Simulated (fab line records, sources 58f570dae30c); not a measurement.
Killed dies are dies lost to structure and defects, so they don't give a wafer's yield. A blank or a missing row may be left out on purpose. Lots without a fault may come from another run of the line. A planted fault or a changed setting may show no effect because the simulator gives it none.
A struck lot beside a sound one | flow berkeley_cmos170 | 6 steps out of a route of 331
Sound: wafers L529.1, L529.3, L529.5. Struck: wafers L541.1, L541.4, L541.5. The cause comes at the end.
At each step with rows: each side's tool, then ch and its chambers, then its first start. Under that, the readings that differ: sound wafers | struck wafers | difference of the means | sigmas: that difference in standard deviations of wafers without a fault.
alike: readings whose means differ by less than 2 such deviations, and words and numbers that are the same on both sides. not compared: withheld readings, readings that some wafer has no value for, bounds like >300 that may hide the same value, and numbers for which the record gives no deviation and whose values overlap.
The two part at a step that has a row with sigmas, a row that says differs or no value, or rows on one side only. Numbers that don't overlap but have no deviation are shown without sigmas and don't part them. A reading that every wafer of one side lacks parts them only if that side has two wafers or more.

UCB170_START_BOW_MEAS_00:
  sound on film_metro-02, day 1 20:00; struck on film_metro-02, day 4 08:00
  alike: INCOMING_BOW
then, 2 steps without rows for these wafers: UCB170_START_CLEAN_01 (cleans in dHF, time 60 s); UCB170_START_OXIDATION_02 (target thk 20 nm, ox time 1800 s).
UCB170_START_THK_MEAS_03:
  sound on film_metro-02, day 2 00:50; struck on film_metro-04, day 4 14:04
  reading              | sound          | struck         | difference | sigmas
  START_OXIDE_THK (nm) | 20.3 20.1 20.3 | 23.9 24.2 23.8 | +3.7       | +11
then, 1 step without rows for these wafers: UCB170_START_ANNEAL_04 (time 1200 s).
UCB170_M3_PROBE_99:
  the record has rows for the sound wafers here (prober-01, day 8 17:16) and none for the struck ones

WHERE THEY PART
First at UCB170_START_THK_MEAS_03; last, within this record, at UCB170_M3_PROBE_99.

WHY: what the simulator had put in
Metrology matching offset: film_metro-04, from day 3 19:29 on, at UCB170_START_THK_MEAS_03. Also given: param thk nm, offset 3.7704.
